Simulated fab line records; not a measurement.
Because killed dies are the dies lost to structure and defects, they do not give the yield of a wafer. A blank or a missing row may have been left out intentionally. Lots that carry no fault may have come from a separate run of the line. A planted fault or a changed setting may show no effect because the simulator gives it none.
Split-lot study    flow rit cmos    23 wafers read from 5 lots, route of 202 steps

## ON THE SPLIT
At RIT_GATE_OXIDATION_05 (target thk 3 nm, ox time 270 s), the setting temp c was moved away from the recipe's 900 C on 15 of the 23 wafers read, by -1.3% to +2.9%. All remaining wafers had this setting at the recipe value.

## THE PATH FROM SPLIT TO READING: the file shows 1 step between them
- RIT_GATE_ANNEAL_06: time 600 s

## THE READING
Values of GATE_OXIDE_THK in nm from RIT_GATE_THK_MEAS_07. Fault-free wafers of this fab line usually give 3.00 nm, standard deviation 0.068 nm.

wafer   tool, chamber at the split  temp c as run, C  against the recipe  GATE_OXIDE_THK, nm  against lot-mates on the recipe
L074.1  -, -                        900               recipe              3.03                -
L074.2  -, -                        900               recipe              3.03                -
L074.3  -, -                        900               recipe              3.04                -
L074.4  -, -                        900               recipe              3.03                -
L074.6  -, -                        900               recipe              3.02                -
L076.1  -, -                        922.3             +2.5%               3.98                no lot-mate on the recipe
L076.2  -, -                        922.3             +2.5%               3.89                no lot-mate on the recipe
L076.4  -, -                        922.3             +2.5%               3.95                no lot-mate on the recipe
L076.5  -, -                        922.3             +2.5%               3.98                no lot-mate on the recipe
L076.6  -, -                        922.3             +2.5%               3.94                no lot-mate on the recipe
L078.1  furnace-01, 0               900               recipe              2.94                -
L078.2  furnace-01, 0               900               recipe              2.99                -
L078.3  furnace-01, 0               900               recipe              2.87                -
L079.1  -, -                        887.9             -1.3%               2.67                no lot-mate on the recipe
L079.2  -, -                        887.9             -1.3%               2.61                no lot-mate on the recipe
L079.4  -, -                        887.9             -1.3%               2.52                no lot-mate on the recipe
L079.5  -, -                        887.9             -1.3%               2.53                no lot-mate on the recipe
L079.6  -, -                        887.9             -1.3%               2.60                no lot-mate on the recipe
L084.1  -, -                        926.5             +2.9%               4.03                no lot-mate on the recipe
L084.2  -, -                        926.5             +2.9%               4.07                no lot-mate on the recipe
L084.4  -, -                        926.5             +2.9%               4.15                no lot-mate on the recipe
L084.5  -, -                        926.5             +2.9%               4.03                no lot-mate on the recipe
L084.6  -, -                        926.5             +2.9%               4.06                no lot-mate on the recipe

THE FIT
A straight line over all 23 wafers: GATE_OXIDE_THK changes by +0.357 nm for each +1% of temp c; r = +1.00; the points scatter about the line by 0.061 nm.
Too few moved wafers with a lot-mate on the recipe to fit a line net of each lot's own level.

## THE WHOLE CHAIN: every reading that the file lists as answering this split, in the file's order
step                   what it does                    reading                                                                            change (the file's fit)                r (the file's)
RIT_GATE_OXIDATION_05  target thk 3 nm, ox time 270 s  SiO2_of_GATE_OXIDATION_05.thk nm (the simulator's own value, which no gauge read)  +0.364 nm for each +1% of the setting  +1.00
RIT_GATE_THK_MEAS_07                                   GATE_OXIDE_THK                                                                     +0.357 for each +1% of the setting     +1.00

## THE FILE'S OWN FIT
GATE_OXIDE_THK changes by +0.357 nm for each +1% of temp c, r = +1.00.
